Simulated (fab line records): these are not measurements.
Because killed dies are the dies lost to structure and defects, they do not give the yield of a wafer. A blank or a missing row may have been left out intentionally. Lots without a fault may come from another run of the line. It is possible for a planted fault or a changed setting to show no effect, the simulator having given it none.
fab line records + flow berkeley_cmos170
[record]
- lots = 12
- wafers = 36
- last_day = 12
route steps=331 shown CONTACT@234
lots that met no fault: from a run of the same line without faults
start_h: hours from the record's opening day to when the first of the lot's shown wafers began + wait_h: hours since the lot's step before + " as in the row above + L1.1+2: one row covering several wafers at once + - no value present, or no start provided + * or withheld: withheld + < > ~ a bound
route shown NAME@n: NAME is a module with steps in the file, n the number in the route of the first one + usual: mean/standard deviation of fault-free wafers + same: alike in all rows + chamber/n: place in a boat + sites: readings site by site + _std_site: standard deviation of those values + _edge_site: the outer-site mean with the inner-site mean subtracted + radius_mm: for every site, how far away it sits from the centre of the wafer + mask NAME#n: copy n + behind: the most recent tool/chamber to have shaped the wafer + hold: cause of the lot's hold/its duration in hours/its outcome + device: the n, p or np transistor that did not switch + end of line: tests run on the same wafers once the route is complete + where a step has no rows: the recipe by itself + killed: dies that structure and defects cost at the first sort, which is not the same as the wafer's yield + map: per-die view of a wafer (x killed, . not killed, _ where there is no die)
set.NAME: the setting the step ran with; set.NAME@STEP: the setting that earlier step ran with + model.NAME: the simulator's own value behind a step, which no gauge read
the route's steps for a sample of lots (tables are steps, rows are wafers)
services: a tool's chamber out of use, with start hour (start_h, from the record's first day; less than 0 if before it), hours out, and reason
[[steps]]
[step UCB170_CONTACT_ETCH_18]
[recipe]
- chemistry = CHF3/CF4/Ar
- target = PSG
- stop_on = TiSi2
- CHF3_flow_sccm = 45
- cf4_flow_sccm = 15
- Ar_flow_sccm = 150
- pressure_mtorr = 200
- rf_w = 700
- target_depth_a = 8400
- over_etch_frac = 0.2
- time_s = 195
[usual]
- drypump_motor_current_A = 5.6/0.44
- oes_product_au = 0.895/0.014
- run_length_s = 223.4/0.38
- throttle_valve_pct = 6.92/0.12
| lot.wafer | tool        | chamber | start_h | wait_h | drypump_motor_current_A | oes_product_au | rf_hours_counter_h | run_length_s | throttle_valve_pct |
|-----------|-------------|---------|---------|--------|-------------------------|----------------|--------------------|--------------|--------------------|
| L964.2    | rie_diel-02 | 1       | 170     | -      | 5.8                     | 0.904          | 149                | 223.8        | 6.98               |
| L964.3    | "           | 3       | "       | "      | 5.9                     | 0.895          | 46                 | 223.0        | 6.90               |
| L964.4    | "           | 2       | "       | "      | 6.0                     | 0.875          | 40                 | 223.7        | 6.84               |
| L963.2    | rie_diel-01 | 2       | 170     | -      | 5.5                     | 0.917          | 109                | 223.4        | 7.01               |
| L963.4    | "           | 0       | "       | "      | 5.4                     | 0.903          | -                  | 222.9        | 7.09               |
| L963.6    | "           | 3       | "       | "      | 6.0                     | 0.876          | -                  | 223.2        | 7.02               |
| L966.1    | rie_diel-04 | 0       | 170     | -      | 6.2                     | 0.878          | 15                 | 223.3        | 7.08               |
| L966.3    | "           | 2       | "       | "      | 5.2                     | 0.893          | 111                | 223.0        | 6.92               |
| L966.5    | "           | 3       | "       | "      | 6.0                     | 0.873          | -                  | 223.8        | 6.70               |
| L976.1    | rie_diel-04 | 2       | 227     | -      | 5.2                     | 0.908          | 114                | 222.8        | 6.92               |
| L976.2    | "           | 3       | "       | "      | 6.0                     | 0.885          | 89                 | 223.0        | 6.68               |
| L976.4    | "           | 0       | "       | "      | 6.2                     | 0.886          | 19                 | 223.3        | 7.08               |
| L974.1    | rie_diel-02 | 0       | 227     | -      | 4.8                     | 0.930          | 115                | 214.6        | 6.96               |
| L974.4    | "           | 2       | "       | "      | 6.0                     | 0.933          | 43                 | 214.3        | 6.86               |
| L974.6    | "           | 1       | 228     | -      | 5.8                     | 0.947          | -                  | 214.6        | 6.99               |
| L978.1    | rie_diel-01 | 2       | 229     | -      | 5.5                     | 0.912          | 112                | 223.6        | 6.99               |
| L978.3    | "           | 0       | "       | "      | 5.4                     | 0.914          | 50                 | 223.2        | 7.09               |
| L978.5    | "           | 2       | "       | "      | 5.5                     | 0.913          | -                  | 223.3        | 6.99               |
| L975.1    | rie_diel-02 | 2       | 230     | -      | 6.1                     | 0.940          | 43                 | 214.5        | 6.86               |
| L975.4    | "           | 3       | "       | "      | 5.9                     | 0.962          | 49                 | 213.6        | 6.88               |
| L975.5    | "           | 0       | "       | "      | 4.8                     | 0.921          | -                  | 214.7        | 6.95               |
| L979.1    | rie_diel-01 | 2       | 235     | -      | 5.5                     | 0.922          | 113                | 223.2        | 6.99               |
| L979.4    | "           | 1       | "       | "      | 5.1                     | 0.900          | 3                  | 223.0        | 6.85               |
| L979.5    | "           | 2       | "       | "      | 5.5                     | 0.913          | -                  | 223.7        | 7.01               |
| L980.3    | rie_diel-01 | 0       | 251     | -      | 5.3                     | 0.900          | 52                 | 223.0        | 7.08               |
| L980.4    | "           | 1       | "       | "      | 5.1                     | 0.904          | 3                  | 223.1        | 6.83               |
| L980.5    | "           | 1       | "       | "      | 5.2                     | 0.899          | -                  | 223.4        | 6.83               |
| L984.1    | rie_diel-01 | 2       | 264     | -      | 5.5                     | 0.922          | 114                | 223.6        | 7.00               |
| L984.4    | "           | 1       | "       | "      | 5.2                     | 0.916          | 4                  | 223.4        | 6.84               |
| L984.5    | "           | 2       | "       | "      | 5.5                     | 0.925          | -                  | 223.7        | 7.00               |
| L986.1    | rie_diel-04 | 0       | 276     | -      | 6.2                     | 0.886          | 21                 | 223.7        | 7.06               |
| L986.4    | "           | 3       | "       | "      | 6.1                     | 0.889          | 92                 | 223.1        | 6.67               |
| L986.6    | "           | 2       | "       | "      | 5.1                     | 0.901          | -                  | 223.3        | 6.92               |
| L985.2    | rie_diel-01 | 1       | 277     | -      | 5.2                     | 0.906          | 4                  | 222.9        | 6.84               |
| L985.3    | "           | 2       | "       | "      | 5.5                     | 0.905          | 115                | 224.1        | 7.00               |
| L985.5    | "           | 3       | "       | "      | 6.1                     | 0.868          | -                  | 223.2        | 7.02               |
[[services]]
| tool        | chamber | start_h | hours | kind           |
|-------------|---------|---------|-------|----------------|
| rie_diel-01 | -       | 160.03  | 1.0   | repair         |
| rie_diel-04 | 1       | 165.43  | 3.0   | repair         |
| rie_diel-01 | 1       | 165.58  | -     | clean          |
| rie_diel-01 | 1       | 165.58  | 19.2  | scheduled_down |
| rie_diel-01 | 1       | 165.58  | 19.2  | vent_cycle     |
| rie_diel-02 | 1       | 189.88  | -     | clean          |
| rie_diel-02 | 1       | 189.88  | 18.7  | scheduled_down |
| rie_diel-02 | 1       | 189.88  | 18.7  | vent_cycle     |
| rie_diel-04 | 0       | 253.11  | 6.5   | repair         |
| rie_diel-04 | 2       | 259.17  | 15.0  | repair         |
[[key]]
[first_sign]
- step = UCB170_CONTACT_ETCH_18
- reading = run_length_s
- direction = down
- sigmas = 24
- usual = *
- struck = *
[effect]
- step = UCB170_CONTACT_ETCH_18
- reading = oes_product_au
- direction = up
- sigmas = 3.1
- usual = 0.895
- struck = 0.939
met_at UCB170_CONTACT_ETCH_18
struck_lots L974,L975
tester_left_out L974,L975
onset_between 170 227
[fault]
- kind = process_parameter_drift
- tool = rie_diel-02
- chamber = -
- onset_h = 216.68
- steps = UCB170_CONTACT_ETCH_18
- channel = time_s
- offset = *
- shape = step
- end_h = 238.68
- acts_in = *
- stated = *
// tester_left_out: of these lots the tester's yield and bins aren't shown, on N5 and GAA mostly nor the transistor test; their killed dies are dies lost to structure and defects alone, not to doping, threshold or leakage, so they don't give the yield
